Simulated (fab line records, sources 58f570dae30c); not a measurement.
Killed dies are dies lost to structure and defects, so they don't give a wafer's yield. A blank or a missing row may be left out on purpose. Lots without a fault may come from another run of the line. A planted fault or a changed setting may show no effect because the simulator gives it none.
Split-lot experiment | flow berkeley_cmos170 | 5 lots, 27 wafers read, on a route of 331 steps

THE SPLIT
At UCB170_START_OXIDATION_02 (target thk 20 nm, ox time 1800 s), the setting ox_time_s was moved away from the recipe's 1800 s on 18 of the 27 wafers read, by -33.9% to +54.7%. The other wafers ran this setting at the recipe's value.

The file shows no step between the split and the reading.

THE READING
START_OXIDE_THK, in nm, at UCB170_START_THK_MEAS_03. Fault-free wafers of this fab line usually give 19.8 nm, standard deviation 0.34 nm.

wafer  | tool, chamber at the split | ox_time_s as run, s | against the recipe | START_OXIDE_THK, nm | against lot-mates on the recipe
L077.1 | -, -                       | 1190                | -33.9%             | 14.8                | no lot-mate on the recipe
L077.2 | -, -                       | 1190                | -33.9%             | 15.1                | no lot-mate on the recipe
L077.3 | -, -                       | 1190                | -33.9%             | 14.8                | no lot-mate on the recipe
L077.4 | -, -                       | 1190                | -33.9%             | 15.3                | no lot-mate on the recipe
L077.5 | -, -                       | 1190                | -33.9%             | 15.1                | no lot-mate on the recipe
L077.6 | -, -                       | 1190                | -33.9%             | 15.0                | no lot-mate on the recipe
L079.1 | -, -                       | 2316                | +28.7%             | 23.8                | no lot-mate on the recipe
L079.2 | -, -                       | 2316                | +28.7%             | 23.7                | no lot-mate on the recipe
L079.3 | -, -                       | 2316                | +28.7%             | 23.7                | no lot-mate on the recipe
L079.4 | -, -                       | 2316                | +28.7%             | 23.6                | no lot-mate on the recipe
L079.5 | -, -                       | 2316                | +28.7%             | 23.4                | no lot-mate on the recipe
L079.6 | -, -                       | 2316                | +28.7%             | 23.6                | no lot-mate on the recipe
L081.1 | -, -                       | 2784                | +54.7%             | 26.3                | no lot-mate on the recipe
L081.2 | -, -                       | 2784                | +54.7%             | 26.2                | no lot-mate on the recipe
L081.3 | -, -                       | 2784                | +54.7%             | 26.3                | no lot-mate on the recipe
L081.4 | -, -                       | 2784                | +54.7%             | 26.0                | no lot-mate on the recipe
L081.5 | -, -                       | 2784                | +54.7%             | 25.9                | no lot-mate on the recipe
L081.6 | -, -                       | 2784                | +54.7%             | 25.9                | no lot-mate on the recipe
L084.1 | -, -                       | 1800                | recipe             | 19.5                | -
L084.2 | -, -                       | 1800                | recipe             | 19.7                | -
L084.3 | -, -                       | 1800                | recipe             | 19.7                | -
L084.4 | -, -                       | 1800                | recipe             | 19.9                | -
L084.5 | -, -                       | 1800                | recipe             | 19.9                | -
L084.6 | -, -                       | 1800                | recipe             | 19.9                | -
L085.2 | furnace-04, 0              | 1800                | recipe             | 20.1                | -
L085.4 | furnace-04, 0              | 1800                | recipe             | 19.8                | -
L085.5 | furnace-04, 0              | 1800                | recipe             | 20.5                | -

THE FIT
A straight line over all 27 wafers: START_OXIDE_THK changes by +0.126 nm for each +1% of ox_time_s; r = +0.99; the points scatter about the line by 0.42 nm.
Too few moved wafers have a lot-mate on the recipe to fit a line with each lot's own level taken away.

THE WHOLE CHAIN: every reading that the file lists as answering this split, in the file's order
step                      | what it does                     | reading                                                                            | change (the file's fit)               | r (the file's)
UCB170_START_OXIDATION_02 | target thk 20 nm, ox time 1800 s | SiO2_of_START_OXIDATION_02.thk_nm (the simulator's own value, which no gauge read) | +0.126 nm for each +1% of the setting | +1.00
UCB170_START_THK_MEAS_03  |                                  | START_OXIDE_THK                                                                    | +0.126 for each +1% of the setting    | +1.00

THE FILE'S OWN FIT
START_OXIDE_THK changes by +0.126 nm for each +1% of ox_time_s, r = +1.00.
